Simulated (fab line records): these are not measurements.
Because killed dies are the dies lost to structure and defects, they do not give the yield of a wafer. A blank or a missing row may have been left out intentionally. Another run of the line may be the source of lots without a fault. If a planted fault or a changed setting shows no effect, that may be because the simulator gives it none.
Problem report in the 8D (eight disciplines) form, filled by code    flow rit-cmos    the parts of the form that need people (team, actions taken, sign-off) are left out

1. WHAT IS WRONG
Mean of spin-speed-rpm at RIT_GATE_COAT_11: 4043.4 rpm across 6 wafers in 2 lots; on wafers with no fault it is 4249.9 rpm (standard deviation 2.8). That puts it -74 standard deviations away from the usual mean.
The step: resist thk 850 nm.
The first sign was on wafer L928.2 at day 5 07:37, on litho-track-03. At this step, 42 wafers from 14 lots have a number in the record. By rule, "out" or "out of limits" means more than 4 standard deviations away from the usual mean. The rest of the wafers with a number are treated as sound.

2. WHAT IT IS, AND WHAT IT ISN'T
question                     is                      is not
which readings at this step  spin-speed-rpm          -
which lots                   L928, L929              L915, L917, L918, L919, L920, L930, L931, L932, L933, L935, L937, L938
which wafers of those lots   all that have a number  -
read on which tools          litho-track-03          litho-track-02, litho-track-04
when                         from day 5 07:37        up to then (15 sound wafers); but 21 sound wafers of L930, L931, L932, L933, L935, L937, L938 came after

3. WHAT RULES OUT EACH SUSPECT
Counting: any tool at a process step up to the reading is kept as a suspect provided that every lot that is out went through it and no sound lot did after the first of them.
- litho-track-03 at RIT_GATE_COAT_11 (resist thk 850 nm): kept. It processed each lot that is out, first L928 at day 5 07:37, and no sound lot thereafter; up to then, the last sound lot it processed was L920 at day 3 17:29. Out on those wafers are its own readings of spin-speed-rpm.
The count leaves litho-track-03 at RIT_GATE_COAT_11.

4. THE CAUSE (what the simulator had put in)
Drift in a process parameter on litho-track-03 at RIT_GATE_COAT_11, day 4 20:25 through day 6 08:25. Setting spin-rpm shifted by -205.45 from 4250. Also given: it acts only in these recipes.
Only this tool survived the counting.

5. THE CHAIN OF EFFECTS, in route order
Each row: a reading whose mean over the struck wafers that have a number lies more than 3 standard deviations from the usual. Readings are gone through only where the record gives a usual standard deviation; hours: the median, over the lots, of the time from a lot's start at the first step in this table giving one to that lot's start at this step; sigmas: the change measured in usual standard deviations.
hours  step              reading         usual       on struck wafers  change  sigmas
0      RIT_GATE_COAT_11  spin-speed-rpm  4249.9 rpm  4043.4            -206.5  -74
Its process steps:
- RIT_GATE_COAT_11: resist thk 850 nm.

6. HOW IT WOULD HAVE BEEN CAUGHT EARLIER
11 hours passed between the start of the fault at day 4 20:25 and the first reading out of limits in this record, taken at day 5 07:37.
